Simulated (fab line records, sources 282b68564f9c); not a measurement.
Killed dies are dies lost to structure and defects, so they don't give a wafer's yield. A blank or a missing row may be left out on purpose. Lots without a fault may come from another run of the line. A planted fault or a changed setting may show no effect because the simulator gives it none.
fab line records | flow rit_cmos
record lots=13 wafers=39 last_day=7
route steps=202 shown CONTACT@173 M1@202
lots that met no fault: from a run of the same line without faults
start_h: hours from the record's first day to the start of the lot's first wafer shown | wait_h: hours since the lot's step before | " the same as in the row above | L1.1+2: a row that stands for several wafers | - no value, or no start given | * or withheld: withheld | < > ~ a bound
route shown NAME@n: a module of which the file shows steps, and the number in the route of the first | usual: mean/standard deviation of fault-free wafers | same: alike in all rows | chamber/n: place in a boat | sites: the reading at each site | _std_site: their standard deviation | _edge_site: outer sites' mean less inner sites' | radius_mm: how far each site lies from the wafer's centre | mask NAME#n: copy n | behind: the tool/chamber that last shaped the wafer | hold: why the lot was held/for how many hours/how that ended | device: the transistor (n, p or np) that didn't switch | end of line: the same wafers' tests at the end of the route | a step without rows: its recipe alone | killed: dies lost to structure and defects at the first sort, not the wafer's yield | map: a wafer's dies, x killed, . not, _ none there
set.NAME: the setting as run; set.NAME@STEP: as run at that earlier step | model.NAME: the simulator's own value behind a step, which no gauge read
steps of the route over a sample of lots; a table a step, a row a wafer
services: from which hour (start_h, from the record's first day; less than 0 if before it) a tool's chamber was out of use, for how many hours, and why
## steps
# step RIT_CONTACT_EXPOSE_05
# recipe mask_id=M11 na=0.6 source_shape=conventional sigma_outer=0.5 target_cd_nm=1000 dose_mj=250
# usual stage_vel_mm_s=499.95/0.26
# columns lot.wafer tool chamber start_h wait_h mask stage_vel_mm_s
L415.2 iline_stepper-01 0 60.20 0.2 M11#0 500.11
L415.5 " 0 " " M11#0 500.15
L415.6 " 0 " " M11#0 500.04
L416.2 iline_stepper-02 0 67.42 0.2 M11#0 499.80
L416.5 " 0 " " M11#0 500.02
L416.6 " 0 " " M11#0 500.13
L418.3 iline_stepper-01 0 77.01 0.1 M11#0 499.42
L418.4 " 0 " " M11#0 500.05
L418.5 " 0 " " M11#0 499.71
L419.2 iline_stepper-01 0 80.35 0.1 M11#0 499.50
L419.5 " 0 " " M11#0 499.79
L419.6 " 0 " " M11#0 499.61
L420.2 iline_stepper-01 0 89.76 0.1 M11_R1#0 499.56
L420.5 " 0 " " M11_R1#0 499.40
L420.6 " 0 " " M11_R1#0 499.69
L428.3 iline_stepper-02 0 127.28 0.1 M11#0 499.99
L428.4 " 0 " " M11#0 499.95
L428.5 " 0 " " M11#0 500.06
L429.3 iline_stepper-01 0 132.56 0.2 M11#0 500.21
L429.4 " 0 " " M11#0 499.97
L429.6 " 0 " " M11#0 500.17
L430.1 iline_stepper-01 0 138.76 0.1 M11#0 500.35
L430.4 " 0 " " M11#0 500.37
L430.5 " 0 " " M11#0 500.44
L433.1 iline_stepper-01 0 152.47 0.2 M11#0 499.88
L433.2 " 0 " " M11#0 499.77
L433.5 " 0 " " M11#0 499.80
L434.1 iline_stepper-01 0 155.71 0.1 M11#0 499.81
L434.2 " 0 " " M11#0 499.81
L434.4 " 0 " " M11#0 499.55
L435.3 iline_stepper-01 0 158.04 0.1 M11#0 499.75
L435.4 " 0 " " M11#0 499.94
L435.5 " 0 " " M11#0 499.65
L436.2 iline_stepper-02 0 163.55 0.2 M11#0 499.50
L436.3 " 0 " " M11#0 499.66
L436.5 " 0 " " M11#0 499.68
L437.3 iline_stepper-01 0 170.49 0.2 M11#0 499.95
L437.5 " 0 " " M11#0 499.93
L437.6 " 0 " " M11#0 500.13
# step RIT_CONTACT_CD_MEAS_08
# recipe target_cd_nm=1000
# usual cd_nm=999.8/2.2
# columns lot.wafer tool chamber start_h wait_h cd_nm
L415.2 cd_sem-01 - 60.72 - 998.8
L415.5 " - " " 1001.7
L415.6 " - " " 1001.6
L416.2 cd_sem-01 - 67.94 - 1001.2
L416.5 " - " " 1002.0
L416.6 " - " " 1002.0
L418.3 cd_sem-02 - 77.53 - 1004.6
L418.4 " - " " 1003.2
L418.5 " - " " 1004.9
L419.2 cd_sem-02 - 80.87 - 999.2
L419.5 " - " " 999.6
L419.6 " - " " 996.1
L420.2 cd_sem-01 - 90.28 - 1153.1
L420.5 " - " " 1154.0
L420.6 " - " " 1150.3
L428.3 cd_sem-01 - 127.80 - 1000.4
L428.4 " - " " 1002.7
L428.5 " - " " 1001.3
L429.3 cd_sem-01 - 133.08 - 997.9
L429.4 " - " " 998.4
L429.6 " - " " 998.8
L430.1 cd_sem-01 - 139.27 - 1000.1
L430.4 " - " " 999.2
L430.5 " - " " 1000.1
L433.1 cd_sem-01 - 152.99 - 998.0
L433.2 " - " " 999.6
L433.5 " - " " 998.0
L434.1 cd_sem-02 - 156.23 - 999.2
L434.2 " - " " 999.0
L434.4 " - " " 1001.4
L435.3 cd_sem-02 - 158.56 - 1000.2
L435.4 " - " " 1002.4
L435.5 " - " " 1000.4
L436.2 cd_sem-02 - 164.06 - 997.5
L436.3 " - " " 998.7
L436.5 " - " " 996.2
L437.3 cd_sem-02 - 171.01 - 1002.7
L437.5 " - " " 1001.2
L437.6 " - " " 1001.8
# step RIT_M1_PROBE_99
# usual killed_at_M0_to_M3=0.0/0.2 killed_at_contacts=0.1/0.25 killed_at_front_end=6/3.1 killed_dies=6/3.1 killed_on_rim=1.6/1.4 killed_open=2.9/2 killed_short=3.3/2
# same gross_dies=264 killed_at_M4_up=0 killed_at_back_side=0 killed_at_other=0
# columns lot.wafer tool chamber start_h wait_h killed_at_M0_to_M3 killed_at_contacts killed_at_front_end killed_dies killed_on_rim killed_open killed_short
L420.2 prober-02 - 95.58 0.1 0 59 5 64 20 4 1
L420.5 prober-02 - 95.73 0.2 0 42 4 46 16 2 2
L420.6 prober-02 - 95.78 0.2 0 44 4 48 15 3 1
L428.3 prober-02 - 133.02 0.2 0 0 4 4 1 2 2
L428.4 prober-02 - 133.07 0.2 0 0 13 13 6 4 9
L428.5 prober-02 - 133.12 0.2 0 0 10 10 6 6 4
L429.3 prober-01 - 138.30 0.2 0 0 3 3 0 3 0
L429.4 prober-01 - 138.35 0.2 0 0 11 11 2 6 5
L429.6 prober-01 - 138.45 0.2 0 1 2 3 0 1 2
# killed by level:class
L420.2 CONTACT:area_expose=59 FOX1:geometric_particle:open=2 GATE:geometric_particle:open=2 FOX1:geometric_particle:short=1
L420.5 CONTACT:area_expose=42 SILICIDE:geometric_particle:open=2 FOX1:geometric_particle:short=1 GATE:geometric_particle:short=1
L420.6 CONTACT:area_expose=44 GATE:geometric_particle:open=2 SILICIDE:geometric_particle:short=1 SILICIDE:geometric_particle:open=1
L428.3 FOX1:geometric_particle:open=1 GATE:geometric_particle:short=1 SPACER:geometric_particle:open=1 SPACER:geometric_particle:short=1
L428.4 SPACER:geometric_particle:short=4 SILICIDE:geometric_particle:short=2 FOX1:geometric_particle:short=1 FOX1:geometric_particle:open=1 FOX2:geometric_particle:short=1 FOX2:geometric_particle:open=1 GATE:geometric_particle:open=1 REOX:geometric_particle:short=1
L428.5 GATE:geometric_particle:short=2 GATE:geometric_particle:open=2 REOX:geometric_particle:open=2 FOX1:geometric_particle:short=1 REOX:geometric_particle:short=1 SPACER:geometric_particle:open=1 SILICIDE:geometric_particle:open=1
L429.3 FOX1:geometric_particle:open=1 GATE:geometric_particle:open=1 SILICIDE:geometric_particle:open=1
L429.4 GATE:geometric_particle:open=4 FOX1:geometric_particle:short=2 GATE:geometric_particle:short=2 FOX2:geometric_particle:open=1 SILICIDE:geometric_particle:short=1 SILICIDE:geometric_particle:open=1
L429.6 REOX:geometric_particle:open=1 REOX:geometric_particle:short=1 CONTACT:geometric_particle:short=1
## services
# columns tool chamber start_h hours kind
iline_stepper-01 - 101.83 2.6 repair
iline_stepper-02 - 104.42 1.7 pm
iline_stepper-01 - 122.23 1.7 pm
iline_stepper-02 0 147.76 - calibration
## key
first_sign step=RIT_CONTACT_EXPOSE_05 reading=mask direction=changed
effect step=RIT_CONTACT_CD_MEAS_08 reading=cd_nm direction=up sigmas=68 usual=999.8 struck=1152.5
effect step=RIT_M1_PROBE_99 reading=killed_at_contacts direction=up sigmas=48 usual=0.1 struck=48.3
more_kills_born_at RIT_CONTACT_EXPOSE_05@iline_stepper-01=145
met_at RIT_CONTACT_EXPOSE_05
struck_lots L420
tester_left_out L420
onset_between 80.35 89.76
fault kind=wrong_mask tool=any chamber=- onset_h=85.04 steps=RIT_CONTACT_EXPOSE_05 aux_copy=M11_R1#0 cd_offset_nm=150 scope=struck_lots_only
# tester_left_out: of these lots the tester's yield and bins aren't shown, on N5 and GAA mostly nor the transistor test; their killed dies are dies lost to structure and defects alone, not to doping, threshold or leakage, so they don't give the yield
